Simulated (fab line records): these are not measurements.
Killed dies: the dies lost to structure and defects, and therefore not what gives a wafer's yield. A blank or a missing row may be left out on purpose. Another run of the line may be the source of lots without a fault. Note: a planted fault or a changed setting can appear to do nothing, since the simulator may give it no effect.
fab line records + flow ritCmos
record:
- lots: 6
- wafers: 18
- lastDay: 7
route steps=202 shown NWELL@38 PWELL@39 WELLDRIVE@50 NRETRO@53 M1@202
lots that met no fault: from a run of the same line without faults
startH: start of the lot's first displayed wafer, in hours after the record's first day + waitH: hours from the lot's prior step to this one + " identical to the entry in the row above + L1.1+2: one row covering several wafers at once + - no value, or no start given + * or withheld: withheld + < > ~ a bound
route shown NAME@n: a module of which the file shows steps, and the number in the route of the first + usual: mean/standard deviation taken from wafers without a fault + same: alike in all rows + chamber/n: place in a boat + sites: readings site by site + _std_site: standard deviation across them + _edge_site: mean of outer sites minus mean of inner sites + radiusMm: how far each site lies from the wafer's centre + mask NAME#n: copy n + behind: the last tool/chamber to shape the wafer + hold: what put the lot on hold/how long, in hours/how the hold closed + device: the n, p or np transistor that did not switch + end of line: tests of these same wafers at the route's end + step lacking rows: just its recipe + killed: at the first sort, the dies lost to defects and structure; wafer yield is something else + map: a wafer's dies, x killed, . not, _ none there
set.NAME: the setting that was run; set.NAME@STEP: the one run at that earlier step + model.NAME: the simulator's own value behind a step, which no gauge read
a table for each step, a row for each wafer; lots at some steps of the route
services: a tool's chamber out of use, with start hour (startH, from the record's first day; less than 0 if before it), hours out, and reason
== steps ==
step: RIT_NWELL_TW_MEAS_10
usual:
- NWELL_TW: 2178/19
| lot.wafer | tool         | chamber | startH | waitH | NWELL_TW |
|-----------|--------------|---------|--------|-------|----------|
| L133.2    | filmMetro-03 | -       | 31.80  | 0.1   | 2169     |
| L133.4    | "            | -       | "      | "     | 2178     |
| L133.5    | "            | -       | "      | "     | 2169     |
| L134.1    | filmMetro-02 | -       | 39.17  | 0.1   | 2211     |
| L134.4    | "            | -       | "      | "     | 2199     |
| L134.6    | "            | -       | "      | "     | 2198     |
| L143.1    | filmMetro-03 | -       | 82.15  | 0.1   | 2156     |
| L143.3    | "            | -       | "      | "     | 2163     |
| L143.6    | "            | -       | "      | "     | 2147     |
| L144.3    | filmMetro-02 | -       | 88.17  | 0.1   | 2208     |
| L144.4    | "            | -       | "      | "     | 2199     |
| L144.6    | "            | -       | "      | "     | 2210     |
| L151.3    | filmMetro-04 | -       | 122.06 | 0.1   | 2189     |
| L151.4    | "            | -       | "      | "     | 2178     |
| L151.5    | "            | -       | "      | "     | 2190     |
| L153.1    | filmMetro-04 | -       | 131.20 | 0.1   | 2185     |
| L153.5    | "            | -       | "      | "     | 2189     |
| L153.6    | "            | -       | "      | "     | 2197     |
step: RIT_PWELL_HMDS_00
recipe:
- primeTimeS: 60
- primeTempC: 140
step: RIT_PWELL_COAT_01
recipe:
- resist: NOVOLAK
- spinRpm: 2000
- resistThkNm: 1300
step: RIT_PWELL_SOFTBAKE_02
recipe:
- resist: NOVOLAK
- tempC: 90
- timeS: 60
step: RIT_PWELL_EXPOSE_03
recipe:
- maskId: M3
- na: 0.57
- targetCdNm: 43700
- doseMj: 250
step: RIT_PWELL_PEB_04
recipe:
- resist: NOVOLAK
- tempC: withheld
- timeS: withheld
step: RIT_PWELL_DEVELOP_05
recipe:
- resist: NOVOLAK
- developTimeS: 68
- devTempC: 23
step: RIT_PWELL_OVL_MEAS_06
usual:
- PWELL_OVL: 0.5/1.5
| lot.wafer | tool       | chamber | startH | waitH | PWELL_OVL[nm] |
|-----------|------------|---------|--------|-------|---------------|
| L133.2    | overlay-02 | -       | 32.86  | -     | -0.9          |
| L133.4    | "          | -       | "      | "     | -0.4          |
| L133.5    | "          | -       | "      | "     | -1.1          |
| L134.1    | overlay-02 | -       | 40.18  | -     | -1.8          |
| L134.4    | "          | -       | "      | "     | -1.0          |
| L134.6    | "          | -       | "      | "     | 1.3           |
| L143.1    | overlay-02 | -       | 83.32  | -     | 1.0           |
| L143.3    | "          | -       | "      | "     | 0.8           |
| L143.6    | "          | -       | "      | "     | 0.0           |
| L144.3    | overlay-02 | -       | 89.10  | -     | 0.4           |
| L144.4    | "          | -       | "      | "     | -1.4          |
| L144.6    | "          | -       | "      | "     | 1.1           |
| L151.3    | overlay-01 | -       | 122.99 | -     | 0.8           |
| L151.4    | "          | -       | "      | "     | 0.1           |
| L151.5    | "          | -       | "      | "     | 1.7           |
| L153.1    | overlay-01 | -       | 132.25 | -     | 1.6           |
| L153.5    | "          | -       | "      | "     | -0.3          |
| L153.6    | "          | -       | "      | "     | -0.8          |
step: RIT_PWELL_HARDBAKE_07
recipe:
- resist: NOVOLAK
- tempC: 140
- timeS: 120
step: RIT_PWELL_IMPLANT_08
recipe:
- species: B
- energyKev: 170
- doseCm2: 7e+13
- tiltDeg: 7
step: RIT_PWELL_STRIP_09
recipe:
- chemistry: O2
- timeS: 180
- resist: NOVOLAK
- platenTempC: withheld
- powerW: 500
- pressureMtorr: 4000
- o2FlowSccm: 4000
usual:
- drypumpMotorCurrentA: 5.7/0.35
- rfReflPowerW: 6.4/1.7
| lot.wafer | tool           | chamber | startH | waitH | drypumpMotorCurrentA | rfHoursCounterH | rfReflPowerW |
|-----------|----------------|---------|--------|-------|----------------------|-----------------|--------------|
| L133.2    | plasmaAsher-02 | 0       | 33.29  | 0.1   | 5.7                  | 20              | 6.4          |
| L133.4    | "              | 1       | "      | "     | 6.1                  | -               | 6.4          |
| L133.5    | "              | 0       | "      | "     | 5.7                  | -               | 6.6          |
| L134.1    | plasmaAsher-03 | 0       | 40.62  | 0.1   | 5.8                  | 42              | 3.9          |
| L134.4    | "              | 1       | "      | "     | 5.7                  | -               | 8.6          |
| L134.6    | "              | 1       | "      | "     | 5.6                  | -               | 8.6          |
| L143.1    | plasmaAsher-01 | 0       | 83.75  | 0.1   | 5.1                  | 45              | 6.8          |
| L143.3    | "              | 0       | "      | "     | 5.0                  | -               | 6.8          |
| L143.6    | "              | 0       | "      | "     | 5.0                  | -               | 6.6          |
| L144.3    | plasmaAsher-01 | 0       | 89.58  | 0.1   | 5.0                  | -               | 7.2          |
| L144.4    | "              | 1       | "      | "     | 6.0                  | -               | 6.4          |
| L144.6    | "              | 1       | "      | "     | 6.0                  | -               | 6.1          |
| L151.3    | plasmaAsher-01 | 1       | 123.48 | 0.1   | 6.0                  | -               | 6.4          |
| L151.4    | "              | 0       | "      | "     | 5.0                  | -               | 6.9          |
| L151.5    | "              | 1       | "      | "     | 6.0                  | -               | 6.3          |
| L153.1    | plasmaAsher-03 | 0       | 132.69 | 0.1   | 5.8                  | 54              | 3.6          |
| L153.5    | "              | 0       | "      | "     | 5.8                  | -               | 3.6          |
| L153.6    | "              | 1       | "      | "     | 5.7                  | -               | 8.6          |
step: RIT_PWELL_TW_MEAS_10
usual:
- PWELL_TW: 958/8.3
| lot.wafer | tool         | chamber | startH | waitH | PWELL_TW |
|-----------|--------------|---------|--------|-------|----------|
| L133.2    | filmMetro-02 | -       | 33.47  | 0.1   | 966      |
| L133.4    | "            | -       | "      | "     | 969      |
| L133.5    | "            | -       | "      | "     | 965      |
| L134.1    | filmMetro-02 | -       | 40.79  | 0.1   | 967      |
| L134.4    | "            | -       | "      | "     | 972      |
| L134.6    | "            | -       | "      | "     | 970      |
| L143.1    | filmMetro-03 | -       | 83.93  | 0.1   | 951      |
| L143.3    | "            | -       | "      | "     | 949      |
| L143.6    | "            | -       | "      | "     | 957      |
| L144.3    | filmMetro-04 | -       | 89.72  | 0.1   | 963      |
| L144.4    | "            | -       | "      | "     | 966      |
| L144.6    | "            | -       | "      | "     | 967      |
| L151.3    | filmMetro-03 | -       | 123.61 | 0.1   | 939      |
| L151.4    | "            | -       | "      | "     | 951      |
| L151.5    | "            | -       | "      | "     | 943      |
| L153.1    | filmMetro-02 | -       | 132.86 | 0.1   | 958      |
| L153.5    | "            | -       | "      | "     | 964      |
| L153.6    | "            | -       | "      | "     | 959      |
step: RIT_WELLDRIVE_ANNEAL_00
recipe:
- tempC: 1100
- timeS: 14700
- ambient: N2
usual:
- runLengthS: 18270/6.6
- tube_center_temp_C_max: 1102.8/0.48
| lot.wafer | tool       | chamber | startH | waitH | runLengthS | tube_center_temp_C_max |
|-----------|------------|---------|--------|-------|------------|------------------------|
| L133.2    | furnace-03 | 0       | 33.86  | 0.4   | 18272      | 1102.4                 |
| L133.4    | "          | 0       | "      | "     | 18272      | 1102.5                 |
| L133.5    | "          | 0       | "      | "     | 18272      | 1102.8                 |
| L134.1    | furnace-02 | 0       | 40.85  | 0.1   | 18271      | 1102.7                 |
| L134.4    | "          | 0       | "      | "     | 18271      | 1102.1                 |
| L134.6    | "          | 0       | "      | "     | 18271      | 1102.5                 |
| L143.1    | furnace-03 | 0       | 84.52  | 0.6   | 9444       | 1102.7                 |
| L143.3    | "          | 0       | "      | "     | 9444       | 1102.3                 |
| L143.6    | "          | 0       | "      | "     | 9444       | 1102.0                 |
| L144.3    | furnace-03 | 0       | 89.76  | 0.0   | 9441       | 1101.8                 |
| L144.4    | "          | 0       | "      | "     | 9441       | 1102.2                 |
| L144.6    | "          | 0       | "      | "     | 9441       | 1102.0                 |
| L151.3    | furnace-01 | 0       | 123.68 | 0.1   | 18278      | 1102.2                 |
| L151.4    | "          | 0       | "      | "     | 18278      | 1103.4                 |
| L151.5    | "          | 0       | "      | "     | 18278      | 1102.9                 |
| L153.1    | furnace-01 | 0       | 133.69 | 0.8   | 18278      | 1102.4                 |
| L153.5    | "          | 0       | "      | "     | 18278      | 1103.0                 |
| L153.6    | "          | 0       | "      | "     | 18278      | 1102.4                 |
step: RIT_WELLDRIVE_RS_MEAS_01
recipe:
- thkMeasGauge: four-point-probe
usual:
- NWELL_RS: 271.8/0.79
| lot.wafer | tool         | chamber | startH | waitH | NWELL_RS[ohm/sq] |
|-----------|--------------|---------|--------|-------|------------------|
| L133.2    | filmMetro-04 | -       | 38.96  | 0.0   | 271.8            |
| L133.4    | "            | -       | "      | "     | 271.6            |
| L133.5    | "            | -       | "      | "     | 271.2            |
| L134.1    | filmMetro-04 | -       | 45.94  | 0.0   | 270.5            |
| L134.4    | "            | -       | "      | "     | 270.3            |
| L134.6    | "            | -       | "      | "     | 270.8            |
| L143.1    | filmMetro-02 | -       | 89.61  | 2.5   | 317.4            |
| L143.3    | "            | -       | "      | "     | 317.6            |
| L143.6    | "            | -       | "      | "     | 318.4            |
| L144.3    | filmMetro-02 | -       | 94.88  | 2.5   | 315.2            |
| L144.4    | "            | -       | "      | "     | 315.7            |
| L144.6    | "            | -       | "      | "     | 315.6            |
| L151.3    | filmMetro-02 | -       | 128.80 | 0.0   | 272.6            |
| L151.4    | "            | -       | "      | "     | 272.0            |
| L151.5    | "            | -       | "      | "     | 272.3            |
| L153.1    | filmMetro-03 | -       | 138.77 | 0.0   | 271.6            |
| L153.5    | "            | -       | "      | "     | 270.4            |
| L153.6    | "            | -       | "      | "     | 271.0            |
step: RIT_WELLDRIVE_RS_MEAS_02
recipe:
- thkMeasGauge: four-point-probe
usual:
- PWELL_RS: 429.3/1.2
| lot.wafer | tool         | chamber | startH | waitH | PWELL_RS[ohm/sq] |
|-----------|--------------|---------|--------|-------|------------------|
| L133.2    | filmMetro-04 | -       | 39.08  | 0.1   | 429.5            |
| L133.4    | "            | -       | "      | "     | 430.3            |
| L133.5    | "            | -       | "      | "     | 429.7            |
| L134.1    | filmMetro-04 | -       | 46.06  | 0.1   | 429.6            |
| L134.4    | "            | -       | "      | "     | 430.0            |
| L134.6    | "            | -       | "      | "     | 428.6            |
| L143.1    | filmMetro-02 | -       | 89.73  | 0.1   | 477.6            |
| L143.3    | "            | -       | "      | "     | 476.4            |
| L143.6    | "            | -       | "      | "     | 475.8            |
| L144.3    | filmMetro-02 | -       | 95.00  | 0.1   | 476.6            |
| L144.4    | "            | -       | "      | "     | 474.6            |
| L144.6    | "            | -       | "      | "     | 475.4            |
| L151.3    | filmMetro-02 | -       | 128.92 | 0.1   | 429.1            |
| L151.4    | "            | -       | "      | "     | 428.8            |
| L151.5    | "            | -       | "      | "     | 430.7            |
| L153.1    | filmMetro-03 | -       | 138.89 | 0.1   | 429.2            |
| L153.5    | "            | -       | "      | "     | 429.0            |
| L153.6    | "            | -       | "      | "     | 428.5            |
step: RIT_NRETRO_HMDS_00
recipe:
- primeTimeS: 60
- primeTempC: 140
step: RIT_M1_PROBE_99
usual:
- killedAtContacts: 0.1/0.26
- killedAtFrontEnd: 7/3.2
- killedDies: 7/3.2
- killedOpen: 3.2/2.1
- killedShort: 3.7/2.1
same:
- grossDies: 264
- killed_at_M0_to_M3: 0
- killed_at_M4_up: 0
- killedAtBackSide: 0
- killedAtOther: 0
| lot.wafer | tool      | chamber | startH | waitH | killedAtContacts | killedAtFrontEnd | killedDies | killedOpen | killedShort | model.etest.pmos_0p3.rOnOhmUm | model.etest.pmosTurned.rOnOhmUm | model.etest.pmos_0p15.rOnOhmUm | model.etest.nwellPinched.rsOhmSq | model.etest.pwellPinched.rsOhmSq | model.etest.pwell.rsOhmSq | model.etest.pmos_0p15.driveUaUm | model.etest.pmosTurned.driveUaUm |
|-----------|-----------|---------|--------|-------|------------------|------------------|------------|------------|-------------|-------------------------------|---------------------------------|--------------------------------|----------------------------------|----------------------------------|---------------------------|---------------------------------|----------------------------------|
| L133.2    | prober-02 | -       | 69.26  | 0.1   | 0                | 3                | 3          | 1          | 2           | 6542                          | 3628                            | 2896                           | 325.9                            | 450.4                            | 419.3                     | 239.5                           | 172.2                            |
| L133.4    | prober-02 | -       | 69.36  | 0.2   | 0                | 11               | 11         | 3          | 7           | 6599                          | 3698                            | 2922                           | 328.6                            | 463.2                            | 420.7                     | 242.2                           | 169.1                            |
| L133.5    | prober-02 | -       | 69.41  | 0.2   | 0                | 8                | 8          | 5          | 3           | 6611                          | 3617                            | 2873                           | 328.3                            | 449.8                            | 416.1                     | 240.9                           | 177                              |
| L134.1    | prober-01 | -       | 75.90  | 0.1   | 0                | 11               | 11         | 6          | 5           | 6382                          | 3406                            | 2736                           | 329.3                            | 459.1                            | 420.2                     | 257.4                           | 190.6                            |
| L134.4    | prober-01 | -       | 76.05  | 0.2   | 0                | 9                | 9          | 3          | 6           | 6311                          | 3484                            | 2746                           | 326                              | 453                              | 416.1                     | 253.3                           | 184.5                            |
| L134.6    | prober-01 | -       | 76.15  | 0.2   | 0                | 7                | 7          | 2          | 5           | 6292                          | 3388                            | 2743                           | 334                              | 460.7                            | 415.6                     | 258.2                           | 193.7                            |
| L143.1    | prober-02 | -       | 119.62 | 0.1   | 0                | 7                | 7          | 5          | 2           | 6951                          | 3915                            | 3024                           | 418.7                            | 504.6                            | 462.8                     | 221.4                           | 151.9                            |
| L143.3    | prober-02 | -       | 119.72 | 0.2   | 0                | 11               | 11         | 4          | 7           | 6894                          | 3974                            | 3053                           | 424.4                            | 505.3                            | 462.9                     | 218                             | 146.9                            |
| L143.6    | prober-02 | -       | 119.87 | 0.2   | 0                | 5                | 5          | 2          | 3           | 7020                          | 4091                            | 3160                           | 416.4                            | 500.3                            | 463.8                     | 211                             | 142.3                            |
| L144.3    | prober-01 | -       | 123.77 | 0.2   | 0                | 11               | 11         | 6          | 5           | 6909                          | 3848                            | 3017                           | 425.6                            | 507.8                            | 460.9                     | 224.1                           | 161.1                            |
| L144.4    | prober-01 | -       | 123.82 | 0.2   | 1                | 9                | 10         | 4          | 6           | 6853                          | 3826                            | 3041                           | 428.4                            | 522.5                            | 470.3                     | 220.8                           | 159.9                            |
| L144.6    | prober-01 | -       | 123.92 | 0.2   | 0                | 2                | 2          | 0          | 2           | 6884                          | 3851                            | 3038                           | 423.3                            | 504.8                            | 459.1                     | 219.3                           | 158.1                            |
| L151.3    | prober-02 | -       | 157.93 | 0.2   | 0                | 6                | 6          | 4          | 2           | 6736                          | 3793                            | 3077                           | 341.4                            | 465                              | 419.4                     | 227.2                           | 168.9                            |
| L151.4    | prober-02 | -       | 157.98 | 0.2   | 0                | 5                | 5          | 1          | 4           | 6672                          | 3791                            | 3074                           | 337.1                            | 461.1                            | 417.1                     | 226.4                           | 167.3                            |
| L151.5    | prober-02 | -       | 158.03 | 0.2   | 0                | 5                | 5          | 4          | 1           | 6678                          | 3922                            | 3098                           | 334                              | 460.1                            | 420.8                     | 223.9                           | 156.9                            |
| L153.1    | prober-02 | -       | 167.84 | 0.1   | 0                | 10               | 10         | 5          | 5           | 6227                          | 3370                            | 2720                           | 323.9                            | 452.3                            | 416.8                     | 257.9                           | 189.4                            |
| L153.5    | prober-02 | -       | 168.04 | 0.2   | 0                | 7                | 7          | 1          | 6           | 6358                          | 3493                            | 2777                           | 331.9                            | 463.6                            | 422.7                     | 254.7                           | 187.9                            |
| L153.6    | prober-02 | -       | 168.09 | 0.2   | 0                | 10               | 10         | 5          | 5           | 6378                          | 3479                            | 2790                           | 327.5                            | 455.1                            | 421.5                     | 252.9                           | 184.1                            |
killed by level:class
L133.2 GATE:geometricParticle:short=1 GATE:geometricParticle:open=1 SPACER:geometricParticle:short=1
L133.4 GATE:geometricParticle:open=3 FOX2:geometricParticle:short=2 GATE:geometricParticle:short=2 FOX1:geometricParticle:short=1 SPACER:geometricParticle:short=1 SILICIDE:geometricParticle:short=1 GATE:coatMicrobubblePrinted=1
L133.5 GATE:geometricParticle:open=2 GATE:geometricParticle:short=2 REOX:geometricParticle:short=1 REOX:geometricParticle:open=1 SPACER:geometricParticle:open=1 SILICIDE:geometricParticle:open=1
L134.1 GATE:geometricParticle:short=5 GATE:geometricParticle:open=3 FOX1:geometricParticle:open=2 SILICIDE:geometricParticle:open=1
L134.4 GATE:geometricParticle:short=3 SPACER:geometricParticle:short=2 FOX1:geometricParticle:short=1 GATE:geometricParticle:open=1 REOX:geometricParticle:open=1 SPACER:geometricParticle:open=1
L134.6 REOX:geometricParticle:short=2 SPACER:geometricParticle:short=2 FOX1:geometricParticle:open=1 GATE:geometricParticle:open=1 GATE:geometricParticle:short=1
L143.1 FOX1:geometricParticle:short=2 GATE:geometricParticle:open=2 REOX:geometricParticle:open=2 FOX1:geometricParticle:open=1
L143.3 GATE:geometricParticle:short=5 FOX1:geometricParticle:open=1 FOX1:geometricParticle:short=1 GATE:geometricParticle:open=1 REOX:geometricParticle:open=1 SILICIDE:geometricParticle:short=1 SILICIDE:geometricParticle:open=1
L143.6 FOX1:geometricParticle:open=1 FOX1:geometricParticle:short=1 FOX2:geometricParticle:open=1 GATE:geometricParticle:short=1 REOX:geometricParticle:short=1
L144.3 FOX1:geometricParticle:short=2 GATE:geometricParticle:open=2 REOX:geometricParticle:open=2 SPACER:geometricParticle:open=2 FOX2:geometricParticle:short=1 GATE:geometricParticle:short=1 REOX:geometricParticle:short=1
L144.4 GATE:geometricParticle:open=2 GATE:geometricParticle:short=2 FOX1:geometricParticle:short=1 FOX2:geometricParticle:open=1 CONTACT:geometricParticle:short=1 REOX:geometricParticle:open=1 SPACER:geometricParticle:short=1 SILICIDE:geometricParticle:short=1
L144.6 REOX:geometricParticle:short=1 SPACER:geometricParticle:short=1
L151.3 GATE:geometricParticle:open=2 FOX1:geometricParticle:short=1 FOX1:geometricParticle:open=1 SPACER:geometricParticle:open=1 SILICIDE:geometricParticle:short=1
L151.4 SPACER:geometricParticle:short=2 GATE:geometricParticle:short=1 REOX:geometricParticle:short=1 SPACER:geometricParticle:open=1
L151.5 GATE:geometricParticle:open=2 SPACER:geometricParticle:open=2 SPACER:geometricParticle:short=1
L153.1 FOX1:geometricParticle:open=4 FOX1:geometricParticle:short=2 REOX:geometricParticle:short=2 GATE:geometricParticle:open=1 GATE:geometricParticle:short=1
L153.5 GATE:geometricParticle:short=2 REOX:geometricParticle:short=2 FOX2:geometricParticle:short=1 GATE:geometricParticle:open=1 SPACER:geometricParticle:short=1
L153.6 REOX:geometricParticle:open=3 GATE:geometricParticle:short=2 REOX:geometricParticle:short=2 FOX1:geometricParticle:open=1 SPACER:geometricParticle:open=1 SILICIDE:geometricParticle:short=1
== services ==
| tool           | chamber | startH | hours | kind   |
|----------------|---------|--------|-------|--------|
| furnace-03     | -       | 44.14  | 3.6   | pm     |
| furnace-03     | -       | 81.18  | 3.3   | pm     |
| plasmaAsher-02 | -       | 92.79  | 55.8  | repair |
| furnace-01     | -       | 112.71 | 2.9   | pm     |
| furnace-01     | -       | 128.76 | 3.0   | pm     |
== key ==
firstSign:
- step: RIT_WELLDRIVE_ANNEAL_00
- reading: runLengthS
- direction: down
- sigmas: 99+
- usual: *
- struck: *
effect:
- step: RIT_WELLDRIVE_RS_MEAS_01
- reading: NWELL_RS
- direction: up
- sigmas: 57
- usual: 271.8
- struck: 316.7
effect:
- step: RIT_WELLDRIVE_RS_MEAS_02
- reading: PWELL_RS
- direction: up
- sigmas: 40
- usual: 429.3
- struck: 476.1
modelEffect:
- step: RIT_M1_PROBE_99
- value: etest.pmos_0p3.rOnOhmUm
- without: 6505
- struck: 6919
metAt RIT_WELLDRIVE_ANNEAL_00
struckWafers L143.1,L143.3,L143.6,L144.3,L144.4,L144.6
testerLeftOut L143,L144
onsetBetween 33.86 84.52
fault:
- kind: processParameterDrift
- tool: furnace-03
- chamber: -
- onsetH: 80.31
- steps: RIT_WELLDRIVE_ANNEAL_00
- channel: timeS
- offset: *
- shape: step
- endH: 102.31
- actsIn: *
- stated: *
testerLeftOut: of these lots the tester's yield and bins aren't shown, on N5 and GAA mostly nor the transistor test; their killed dies are dies lost to structure and defects alone, not to doping, threshold or leakage, so they don't give the yield
